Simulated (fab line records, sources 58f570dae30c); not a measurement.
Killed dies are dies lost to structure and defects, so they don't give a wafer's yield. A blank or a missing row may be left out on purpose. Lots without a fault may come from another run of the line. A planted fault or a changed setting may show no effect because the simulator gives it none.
Which tool did it? | flow berkeley_cmos170 | 10 lots, 30 wafers sampled, at 3 steps of a route of 331

WHAT THE GAUGES READ, wafer by wafer
UCB170_V2_CD_MEAS_90: target cd 700 nm. Usual: cd_nm 700.0 nm, standard deviation 1.3.
lot  | measured     | on        | cd_nm (nm)        | flag
L949 | day 8 18:12  | cd_sem-02 | 697.0 698.5 697.9 |
L957 | day 11 09:37 | cd_sem-02 | 694.4 700.1 701.3 |
L964 | day 12 16:38 | cd_sem-01 | 700.7 701.8 701.3 |
L965 | day 12 17:36 | cd_sem-02 | 701.0 699.5 700.3 |
L963 | day 12 19:07 | cd_sem-01 | 701.8 701.8 700.1 |
L971 | day 14 01:53 | cd_sem-02 | 698.4 699.9 699.0 |
L972 | day 14 13:46 | cd_sem-02 | 700.4 700.7 698.3 |
L968 | day 14 14:24 | cd_sem-01 | 699.1 698.5 700.5 |
L967 | day 14 15:04 | cd_sem-02 | 700.7 698.1 697.5 |
L969 | day 14 15:51 | cd_sem-02 | 702.3 700.4 701.0 |

WHICH TOOL RAN EACH LOT (tool, then ch and the chambers of the sampled wafers, then the start)
lot  | UCB170_V2_ETCH_14                  | UCB170_V2_STRIP_15
L949 | rie_diel-02 ch 0,1, day 8 17:50    | plasma_asher-04 ch 0,1, day 8 18:06
L957 | rie_diel-01 ch 0,2, day 11 09:20   | plasma_asher-03 ch 0,1, day 11 09:31
L964 | rie_diel-02 ch 0,1,3, day 12 16:22 | plasma_asher-01 ch 0,1, day 12 16:32
L965 | rie_diel-04 ch 0,2,3, day 12 17:19 | plasma_asher-01 ch 0,1, day 12 17:30
L963 | rie_diel-04 ch 0,2, day 12 18:50   | plasma_asher-03 ch 0,1, day 12 19:01
L971 | rie_diel-02 ch 1,3, day 14 01:35   | plasma_asher-01 ch 0,1, day 14 01:46
L972 | rie_diel-04 ch 0,3, day 14 13:29   | plasma_asher-03 ch 0,1, day 14 13:40
L968 | rie_diel-04 ch 0,3, day 14 14:06   | plasma_asher-01 ch 0,1, day 14 14:17
L967 | rie_diel-01 ch 0,1, day 14 14:46   | plasma_asher-03 ch 1, day 14 14:57
L969 | rie_diel-04 ch 1,2,3, day 14 15:33 | plasma_asher-03 ch 1, day 14 15:44
- UCB170_V2_ETCH_14: etches SiO2 in CHF3/CF4/Ar, stops on Al, target depth 1250 nm, time 291 s.
- UCB170_V2_STRIP_15: strips in O2.

WHAT THE TOOLS THEMSELVES READ (means of the sampled wafers that have a number; where no wafer has one, the mark that the record gives instead)
UCB170_V2_ETCH_14. Usual: drypump_motor_current_A 5.6 A, standard deviation 0.43; oes_product_au 0.869 a.u., standard deviation 0.017; run_length_s 319.4 s, standard deviation 0.45; throttle_valve_pct 6.98 %, standard deviation 0.1.
lot  | tool        | drypump_motor_current_A (A) | oes_product_au (a.u.) | run_length_s (s) | throttle_valve_pct (%) | flag
L949 | rie_diel-02 | 5.7                         | 0.876                 | 318.9            | 6.95                   |
L957 | rie_diel-01 | 5.8                         | 0.899                 | 263.0            | 7.07                   | OFF
L964 | rie_diel-02 | 5.5                         | 0.882                 | 319.1            | 7.01                   |
L965 | rie_diel-04 | 5.4                         | 0.871                 | 319.7            | 6.96                   |
L963 | rie_diel-04 | 5.3                         | 0.878                 | 319.9            | 7.06                   |
L971 | rie_diel-02 | 5.4                         | 0.868                 | 318.9            | 6.95                   |
L972 | rie_diel-04 | 5.7                         | 0.886                 | 319.9            | 6.90                   |
L968 | rie_diel-04 | 5.7                         | 0.885                 | 320.0            | 6.90                   |
L967 | rie_diel-01 | 5.3                         | 0.861                 | 319.2            | 6.97                   |
L969 | rie_diel-04 | 5.4                         | 0.871                 | 319.5            | 7.00                   |

UCB170_V2_STRIP_15. Usual: drypump_motor_current_A 5.7 A, standard deviation 0.3; oes_product_au 0.721 a.u., standard deviation 0.0044; strip_time_to_endpoint_s 15.29 s, standard deviation 0.1.
lot  | tool            | drypump_motor_current_A (A) | oes_product_au (a.u.) | strip_time_to_endpoint_s (s) | flag
L949 | plasma_asher-04 | 5.4                         | 0.721                 | 15.34                        |
L957 | plasma_asher-03 | 5.6                         | 0.720                 | 16.74                        | OFF
L964 | plasma_asher-01 | 5.9                         | 0.717                 | 15.36                        |
L965 | plasma_asher-01 | 5.8                         | 0.723                 | 15.18                        |
L963 | plasma_asher-03 | 5.7                         | 0.725                 | 15.12                        |
L971 | plasma_asher-01 | 5.9                         | 0.721                 | 15.26                        |
L972 | plasma_asher-03 | 5.6                         | 0.718                 | 15.17                        |
L968 | plasma_asher-01 | 5.8                         | 0.723                 | 15.18                        |
L967 | plasma_asher-03 | 5.4                         | 0.720                 | 15.42                        |
L969 | plasma_asher-03 | 5.5                         | 0.721                 | 15.24                        |

THE ANSWER, worked out from the rows above alone
Rule: a lot is off if the mean of its wafers that have a number lies more than 3 standard deviations from the usual mean. A lot without any number at a reading at which 4 lots or more have one is off too. The other lots that the step has rows for count as sound. The gauges are gone through in route order, then the tools' own readings, and for those a lot's mean is taken as printed above. The first step at which some lot is off is used, and at that step the reading that is off furthest; a lot without a number counts as furthest.
Off: L957, at UCB170_V2_ETCH_14 (run_length_s).
A tool fits if, at that step or a process step before it, it ran every lot that is off, and no sound lot after the first of them. None of those tried fits.

WHAT THE SIMULATOR HAD PUT IN
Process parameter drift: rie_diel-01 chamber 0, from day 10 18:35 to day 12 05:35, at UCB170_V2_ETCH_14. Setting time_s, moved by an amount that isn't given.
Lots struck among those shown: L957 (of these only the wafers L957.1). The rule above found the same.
